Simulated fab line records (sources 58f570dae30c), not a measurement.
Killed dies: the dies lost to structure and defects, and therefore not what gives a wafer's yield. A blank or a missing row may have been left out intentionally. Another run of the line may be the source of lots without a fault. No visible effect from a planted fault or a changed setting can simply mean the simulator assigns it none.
Matching of chambers	flow berkeleyCmos170	rieSi-01 running UCB170_GATE_ETCH_15: 4 sister chambers
The step etches poly-Si in HBr/Cl2, stops on SiO2, time 56.3 s, target depth 278.2 nm. 8 wafers are shown with their chamber, then 7 later ones without.

## WAFERS WITH THEIR CHAMBER
wafer	chamber	throttleValvePct (%)	oesProductAu (a.u.)
L746.6	2	26.58	0.795
L751.5	3	26.39	0.828
L753.1	2	26.57	0.812
L753.5	0	26.15	0.841
L755.1	0	26.16	0.849
L755.6	1	26.38	0.837
L761.1	3	26.38	0.824
L761.2	1	26.36	0.806

## WAFERS WHOSE CHAMBER IS MISSING
wafer	throttleValvePct (%)	oesProductAu (a.u.)
L761.4	26.11	0.826
L765.3	26.13	0.840
L765.4	26.37	0.828
L765.5	26.37	0.829
L767.1	26.12	0.825
L767.3	26.57	0.812
L767.4	26.38	0.844

## EACH ONE'S CHAMBER
wafer	from the rows above	in truth
L761.4	0	0
L765.3	0	0
L765.4	can't be placed: 1 or 3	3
L765.5	can't be placed: 1 or 3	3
L767.1	0	0
L767.3	2	2
L767.4	can't be placed: 3 or 1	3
4 of 7 placed correctly. These rows do not allow placing 3 (true chamber among the candidates in 3). Wrongly placed: 0.
How it was worked out, from the rows above alone: a wafer's distance from a chamber is the root of the sum, over the readings, of the square of ((its reading less the chamber's mean) divided by the reading's scatter). If the next closest chamber is less than 2 further off than the closest, the wafer can't be placed; otherwise it belongs to the closest. The mean given for a chamber averages the wafers shown for that chamber. The scatter is the square root of a quotient: the sum, over the shown wafers, of each reading's squared deviation from its chamber's mean, divided by wafers minus chambers.
